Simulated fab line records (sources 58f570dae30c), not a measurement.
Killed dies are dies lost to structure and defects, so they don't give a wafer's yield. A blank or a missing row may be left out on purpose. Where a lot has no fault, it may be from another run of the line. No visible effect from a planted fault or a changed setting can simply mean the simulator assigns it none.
Which of the tools did it?	flow berkeley cmos170	13 lots, 39 wafers sampled, at 6 steps of a route of 331

## WHAT EACH GAUGE READ, for each wafer
UCB170_PSD_OVL_MEAS_07.
lot	measured	on	PSD_OVL (nm)
L546	day 8 07:13	overlay-01	-1 -2 -1
L547	day 8 07:32	overlay-01	10 13 10
L549	day 8 23:04	overlay-02	3 9 8
L551	day 8 23:19	overlay-02	-1 2 -2
L550	day 8 23:34	overlay-02	7 1 -3
L552	day 8 23:40	overlay-02	7 6 13
L554	day 9 21:14	overlay-02	-5 -3 -1
L557	day 9 21:21	overlay-02	-3 6 7
L553	day 9 21:37	overlay-02	7 8 -3
L566	day 11 21:01	overlay-01	4 -3 9
L565	day 11 20:53	overlay-01	8 14 2
L567	day 12 11:12	overlay-02	0 -7 0
L568	day 12 11:16	overlay-02	-5 -1 -5

UCB170_PSD_TW_MEAS_10.
lot	measured	on	PSD_TW
L546	day 8 07:32	film metro-01	2334 2342 2325
L547	day 8 07:49	film metro-01	2333 2329 2328
L549	day 8 23:22	film metro-02	2339 2361 2348
L551	day 8 23:37	film metro-04	2303 2303 2315
L550	day 8 23:51	film metro-02	2359 2350 2349
L552	day 8 23:58	film metro-04	2312 2316 2291
L554	day 9 21:32	film metro-04	2279 2282 2299
L557	day 9 21:38	film metro-01	30 30 30
L553	day 9 21:55	film metro-02	2325 2320 2330
L566	day 11 21:17	film metro-01	2321 2312 2315
L565	day 11 21:10	film metro-04	2297 2300 2296
L567	day 12 11:30	film metro-01	2324 2335 2345
L568	day 12 11:33	film metro-04	2280 2269 2289

UCB170_NSD_OVL_MEAS_07.
lot	measured	on	NSD_OVL (nm)
L546	day 8 09:24	overlay-02	2 6 -6
L547	day 8 09:47	overlay-01	-9 -3 0
L549	day 9 01:01	overlay-02	3 -3 1
L551	day 9 01:16	overlay-02	2 1 -4
L550	day 9 04:15	overlay-02	2 -3 4
L552	day 9 04:29	overlay-02	4 5 -2
L554	day 9 23:15	overlay-02	11 6 3
L557	day 9 23:36	overlay-02	11 1 8
L553	day 10 00:09	overlay-02	2 9 4
L566	day 11 23:20	overlay-01	1 -4 0
L565	day 11 23:16	overlay-02	-6 -3 -5
L567	day 12 12:52	overlay-01	12 9 10
L568	day 12 13:07	overlay-02	-1 4 -2

## TOOL THAT RAN EACH LOT (tool first, then ch and the chambers of the sampled wafers, then the start)
lot	UCB170_GATE_ETCH_14	UCB170_NLDD_STRIP_10	UCB170_PSD_STRIP_09
L546	rie diel-01 ch 0,1,2, day 7 19:38	plasma asher-04 ch 0,1, day 7 23:38	plasma asher-04 ch 0,1, day 8 07:23
L547	rie diel-03 ch 0,1,3, day 7 19:49	plasma asher-04 ch 0,1, day 8 00:02	plasma asher-04 ch 0,1, day 8 07:43
L549	rie diel-03 ch 1,3, day 8 08:33	plasma asher-04 ch 0,1, day 8 15:59	plasma asher-01 ch 0,1, day 8 23:15
L551	rie diel-01 ch 0,3, day 8 08:53	plasma asher-01 ch 0,1, day 8 16:17	plasma asher-02 ch 0,1, day 8 23:32
L550	rie diel-04 ch 0,2, day 8 09:10	plasma asher-04 ch 0,1, day 8 16:32	plasma asher-04 ch 0,1, day 8 23:44
L552	rie diel-01 ch 0,3, day 8 09:43	plasma asher-03 ch 0, day 8 16:38	plasma asher-01 ch 1, day 8 23:51
L554	rie diel-03 ch 1,2, day 9 06:35	plasma asher-04 ch 0, day 9 11:05	plasma asher-04 ch 0,1, day 9 21:25
L557	rie diel-04 ch 0,2,3, day 9 06:52	plasma asher-04 ch 0,1, day 9 13:32	plasma asher-01 ch 0,1, day 9 21:32
L553	rie diel-03 ch 0,1,2, day 9 06:54	plasma asher-01 ch 1, day 9 13:42	plasma asher-02 ch 0,1, day 9 21:48
L566	rie diel-04 ch 0,1,2, day 11 09:41	plasma asher-04 ch 0,1, day 11 14:13	plasma asher-01 ch 0,1, day 11 21:11
L565	rie diel-03 ch 0,2,3, day 11 09:58	plasma asher-04 ch 0,1, day 11 14:43	plasma asher-04 ch 0,1, day 11 21:04
L567	rie diel-04 ch 0,1,3, day 11 21:19	plasma asher-03 ch 0,1, day 12 01:49	plasma asher-01 ch 0,1, day 12 11:24
L568	rie diel-01 ch 1,3, day 11 21:25	plasma asher-04 ch 0,1, day 12 02:02	plasma asher-04 ch 1, day 12 11:26
- UCB170_GATE_ETCH_14: etches BARC in N2/H2.
- UCB170_NLDD_STRIP_10: strips in O2.
- UCB170_PSD_STRIP_09: strips in O2.

## WHAT THE TOOLS THEMSELVES READ (means of the sampled wafers that have a number; where no wafer has one, the mark that the record gives instead)
UCB170_GATE_ETCH_14.
lot	tool	bias w (W)	drypump motor current A (A)	oes product au (a.u.)	throttle valve pct (%)
L546	rie diel-01	100.16	5.3	1.013	13.18
L547	rie diel-03	99.91	5.9	1.027	13.35
L549	rie diel-03	99.93	5.8	1.025	13.30
L551	rie diel-01	99.99	5.7	1.026	13.26
L550	rie diel-04	100.54	5.8	0.980	13.49
L552	rie diel-01	99.81	5.7	1.027	13.26
L554	rie diel-03	100.10	5.6	1.025	13.38
L557	rie diel-04	100.19	5.6	0.986	13.27
L553	rie diel-03	99.86	5.8	1.018	13.43
L566	rie diel-04	99.76	6.0	0.975	13.26
L565	rie diel-03	99.85	5.9	1.017	13.38
L567	rie diel-04	99.93	5.9	0.994	13.19
L568	rie diel-01	100.05	5.7	1.020	13.27

UCB170_NLDD_STRIP_10.
lot	tool	drypump motor current A (A)	oes product au (a.u.)	strip time to endpoint s (s)
L546	plasma asher-04	5.5	0.741	21.51
L547	plasma asher-04	5.5	0.733	21.55
L549	plasma asher-04	5.8	0.735	21.63
L551	plasma asher-01	5.6	0.734	21.57
L550	plasma asher-04	5.8	0.735	21.73
L552	plasma asher-03	5.6	0.735	21.56
L554	plasma asher-04	5.3	0.735	21.59
L557	plasma asher-04	5.5	0.982	-
L553	plasma asher-01	5.8	0.735	21.59
L566	plasma asher-04	5.8	0.734	21.60
L565	plasma asher-04	5.5	0.738	21.63
L567	plasma asher-03	5.6	0.736	21.66
L568	plasma asher-04	5.5	0.733	21.54

UCB170_PSD_STRIP_09.
lot	tool	drypump motor current A (A)	oes product au (a.u.)	strip time to endpoint s (s)
L546	plasma asher-04	5.5	0.601	29.36
L547	plasma asher-04	5.8	0.598	29.33
L549	plasma asher-01	5.6	0.602	29.31
L551	plasma asher-02	5.4	0.599	29.27
L550	plasma asher-04	5.5	0.597	29.45
L552	plasma asher-01	5.8	0.602	29.40
L554	plasma asher-04	5.5	0.592	29.31
L557	plasma asher-01	5.3	0.633	38.10
L553	plasma asher-02	5.4	0.603	29.28
L566	plasma asher-01	5.5	0.598	29.27
L565	plasma asher-04	5.8	0.599	29.45
L567	plasma asher-01	5.6	0.594	29.24
L568	plasma asher-04	6.0	0.601	29.36

## THE ANSWER, worked out from the rows above alone
Rule: the lots themselves supply what counts as usual. The widest of any qualifying gaps counts: lots, ordered by their means at a reading, are off when they make up no more than a third of the lots, leave a main group of 4 or more, and stand apart from it by 3 or more times the standard deviation of that group's means. Not used: any main group whose means are identical at the precision the tables above print for the reading. Also off: a lot with no number at a reading for which 4 or more lots have one. All remaining lots with rows at the step are treated as sound. First the gauges in route order, then the tools' own readings, where a lot's mean is used as printed above. The first step at which some lot is off is used, and at that step the reading that is off furthest; a lot without a number counts as furthest.
Off: L557, seen at UCB170_PSD_TW_MEAS_10 (PSD_TW). For the main group the mean is 2318 and the standard deviation 22.
A tool fits if, at a process step before that reading, it ran every lot that is off, and no sound lot after the first of them. The gauges at UCB170_PSD_TW_MEAS_10 aren't tried: what is off there is off at UCB170_GATE_ETCH_14 too, on other tools, and a gauge's error can't cause that. Of those tried, none fits.

## WHAT HAD BEEN PUT IN BY THE SIMULATOR
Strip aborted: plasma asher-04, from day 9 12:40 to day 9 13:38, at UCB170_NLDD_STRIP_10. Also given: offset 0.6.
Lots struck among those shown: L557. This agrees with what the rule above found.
